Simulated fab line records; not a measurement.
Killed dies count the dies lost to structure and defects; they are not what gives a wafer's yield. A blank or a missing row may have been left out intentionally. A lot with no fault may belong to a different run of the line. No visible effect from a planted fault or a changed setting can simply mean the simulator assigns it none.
Shared-tool check -- flow rit-cmos -- 14 lots and 42 wafers in the sample

THE REASON FOR OPENING IT
2 of 14 lots carry a flag on the reading ACTIVE_NITRIDE_THK at RIT_ACTIVE_THK_MEAS_04. Wafers without a fault read 150.6 nm, standard deviation 1.6.
Rule: flag the lot when none of its wafers has a number, or when each of its wafers that has one lies beyond 4 standard deviations from that mean. The other lots count as sound.

lot,measured,on,"ACTIVE_NITRIDE_THK (nm), wafer by wafer",flag
L668,day 1 13:32,film-metro-02,153.0 152.8 153.2,
L670,day 2 00:15,film-metro-01,149.2 150.6 150.5,
L671,day 2 04:32,film-metro-01,153.4 152.9 153.3,
L673,day 2 15:42,film-metro-03,149.4 150.0 150.1,
L674,day 2 19:50,film-metro-01,126.6 125.0 125.8,FLAGGED
L675,day 3 01:43,film-metro-02,125.7 124.9 125.2,FLAGGED
L683,day 4 16:32,film-metro-03,150.9 151.0 150.4,
L684,day 4 21:32,film-metro-03,148.7 149.7 150.4,
L685,day 5 02:32,film-metro-01,150.2 150.5 151.6,
L686,day 5 07:32,film-metro-03,149.3 150.5 148.6,
L688,day 5 17:33,film-metro-01,147.8 147.6 147.6,
L689,day 5 22:33,film-metro-03,151.8 150.5 150.1,
L690,day 6 03:32,film-metro-02,150.8 150.7 150.5,
L691,day 6 09:16,film-metro-01,149.1 150.1 149.7,
Average over the flagged lots: 125.5 nm; offset from the usual -25.1 nm, equal to -16 standard deviations.

EACH LOT AND THE TOOL IT RAN ON
The record holds 1 process step before the reading, out of a route of 202 steps. In each cell: the tool, then ch and the chambers that the sampled wafers went through, then the start.
lot,flag,RIT_ACTIVE_CVD_03
L668,,"lpcvd-01 ch 1, day 1 12:07"
L670,,"lpcvd-02 ch 1, day 1 22:07"
L671,,"lpcvd-01 ch 0, day 2 03:07"
L673,,"lpcvd-01 ch 1, day 2 14:16"
L674,FLAGGED,"lpcvd-01 ch 1, day 2 18:25"
L675,FLAGGED,"lpcvd-01 ch 0, day 3 00:18"
L683,,"lpcvd-02 ch 1, day 4 15:07"
L684,,"lpcvd-02 ch 0, day 4 20:07"
L685,,"lpcvd-02 ch 1, day 5 01:07"
L686,,"lpcvd-02 ch 0, day 5 06:07"
L688,,"lpcvd-02 ch 1, day 5 16:07"
L689,,"lpcvd-02 ch 1, day 5 21:07"
L690,,"lpcvd-01 ch 0, day 6 02:07"
L691,,"lpcvd-02 ch 1, day 6 07:07"
These steps, and what they do:
- RIT_ACTIVE_CVD_03: deposits Si3N4 from SiH2Cl2/NH3, target thk 150 nm, time 1500 s.
- RIT_ACTIVE_THK_MEAS_04

FLAGGED OVER TOTAL, TOOL BY TOOL (the gauges that took the reading come last)
step,tool,lots run,flagged,share of the flagged lots,sound lots run after its first flagged lot
RIT_ACTIVE_CVD_03,lpcvd-01,6,2,all,1 (L690)
RIT_ACTIVE_CVD_03,lpcvd-02,8,0,none,-
RIT_ACTIVE_THK_MEAS_04,film-metro-01,6,1,some,"3 (L685,L688,L691)"
RIT_ACTIVE_THK_MEAS_04,film-metro-02,3,1,some,1 (L690)
RIT_ACTIVE_THK_MEAS_04,film-metro-03,5,0,none,-

WHAT THE TABLE ALLOWS
In the table, 1 row covers all flagged lots: lpcvd-01 at RIT_ACTIVE_CVD_03.
- lpcvd-01 at RIT_ACTIVE_CVD_03 ran 6 lots, 2 of them flagged. Sound lots ran on it after the first flagged one (L690), which a lasting fault on the whole tool wouldn't allow.
There is no row in the table that ran each flagged lot and no sound lot after the first.

WHAT THE SIMULATOR PUT IN
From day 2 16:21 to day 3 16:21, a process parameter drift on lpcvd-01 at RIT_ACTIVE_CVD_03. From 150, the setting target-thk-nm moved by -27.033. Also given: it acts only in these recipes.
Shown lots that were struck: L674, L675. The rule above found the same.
